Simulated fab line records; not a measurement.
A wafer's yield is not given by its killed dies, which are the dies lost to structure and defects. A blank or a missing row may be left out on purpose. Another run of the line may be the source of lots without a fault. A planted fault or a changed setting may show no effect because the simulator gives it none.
Split-lot experiment	flow berkeley_cmos170	on a route of 331 steps: 5 lots, 23 wafers read

ABOUT THE SPLIT
At UCB170_NWELL_COAT_07 (resist thk 900 nm), the setting spin_rpm was moved away from the recipe's 1500 rpm on 9 of the 23 wafers read, by -4.1% to +6.2%. The other wafers ran this setting at the recipe's value.

The file shows no step between the split and the reading.

THE READING
KrF_of_NWELL_COAT_07.thk_nm (the simulator's own value, which no gauge read), in nm, at UCB170_NWELL_ETCH_13 (etches Si3N4 in CH3F/Ar/O2, stops on SiO2, target depth 246.4 nm, time 154 s). No usual value for it is given in the file. Here, 14 wafers ran the recipe; their average is 724.7 nm with a standard deviation of 4.5 nm.

wafer	tool, chamber at the split	spin_rpm as run, rpm	against the recipe	KrF_of_NWELL_COAT_07.thk_nm, nm	against lot-mates on the recipe
L078.1	litho_track-01, 0	1500	recipe	729.1	-
L078.2	litho_track-01, 0	1593	+6.2%	686.8	-41.2
L078.3	litho_track-01, 0	1593	+6.2%	703	-25.0
L078.4	litho_track-01, 0	1593	+6.2%	694.3	-33.7
L078.5	litho_track-01, 0	1500	recipe	726.9	-
L082.1	litho_track-02, 0	1500	recipe	723.9	-
L082.2	litho_track-02, 0	1586	+5.7%	702.9	-25.8
L082.3	litho_track-02, 0	1586	+5.7%	701.1	-27.6
L082.4	litho_track-02, 0	1500	recipe	733.5	-
L082.5	litho_track-02, 0	1586	+5.7%	705.9	-22.8
L083.1	litho_track-03, 0	1439	-4.1%	751.1	+31.2
L083.2	litho_track-03, 0	1439	-4.1%	741.2	+21.3
L083.4	litho_track-03, 0	1500	recipe	722.1	-
L083.5	litho_track-03, 0	1439	-4.1%	754.8	+34.9
L083.6	litho_track-03, 0	1500	recipe	717.7	-
L084.1	litho_track-01, 0	1500	recipe	727.3	-
L084.5	litho_track-01, 0	1500	recipe	725	-
L084.6	litho_track-01, 0	1500	recipe	731.2	-
L085.1	litho_track-02, 0	1500	recipe	724.6	-
L085.2	litho_track-02, 0	1500	recipe	716.8	-
L085.3	litho_track-02, 0	1500	recipe	722.5	-
L085.4	litho_track-02, 0	1500	recipe	724.7	-
L085.6	litho_track-02, 0	1500	recipe	721.1	-

THE FIT
A straight line over all 23 wafers: KrF_of_NWELL_COAT_07.thk_nm changes by -4.76 nm for each +1% of spin_rpm; r = -0.94; the points scatter about the line by 5.6 nm.
The same after taking each lot's own level away (the mean of its wafers on the recipe; 23 wafers): -5.52 nm for each +1%; r = -0.96; scatter 5.1 nm.
That fit puts the effect of the largest move of spin_rpm on the reading at 34 nm.
Measured against the standard deviation above, the lots' own levels, which go from 719.90 to 728.70 nm, span 1.9 times it.
Hence the slope depends on the lot-to-lot level, as the two fits are not the same.
Check: for one of the wafers moved furthest among these (+6.2%), held out of the fit, the line's prediction against its lot-mates is -30.8 nm. Against them it came out at -41.2 nm.

THE WHOLE CHAIN: every reading that the file lists as answering this split, in the file's order
step	what it does	reading	change (the file's fit)	r (the file's)
UCB170_NWELL_COAT_07	resist thk 900 nm	KrF_of_NWELL_COAT_07.thk_nm (the simulator's own value, which no gauge read)	-4.66 nm for each +1% of the setting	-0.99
UCB170_NWELL_ETCH_13	etches Si3N4 in CH3F/Ar/O2, stops on SiO2, target depth 246.4 nm, time 154 s	KrF_of_NWELL_COAT_07.thk_nm (the simulator's own value, which no gauge read)	-5.36 nm for each +1% of the setting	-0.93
UCB170_NWELL_STRIP_15	strips in O2	strip_time_to_endpoint_s	withheld for each +1% of the setting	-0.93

FILE'S OWN FIT
KrF_of_NWELL_COAT_07.thk_nm changes by -5.36 nm for each +1% of spin_rpm, r = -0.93.
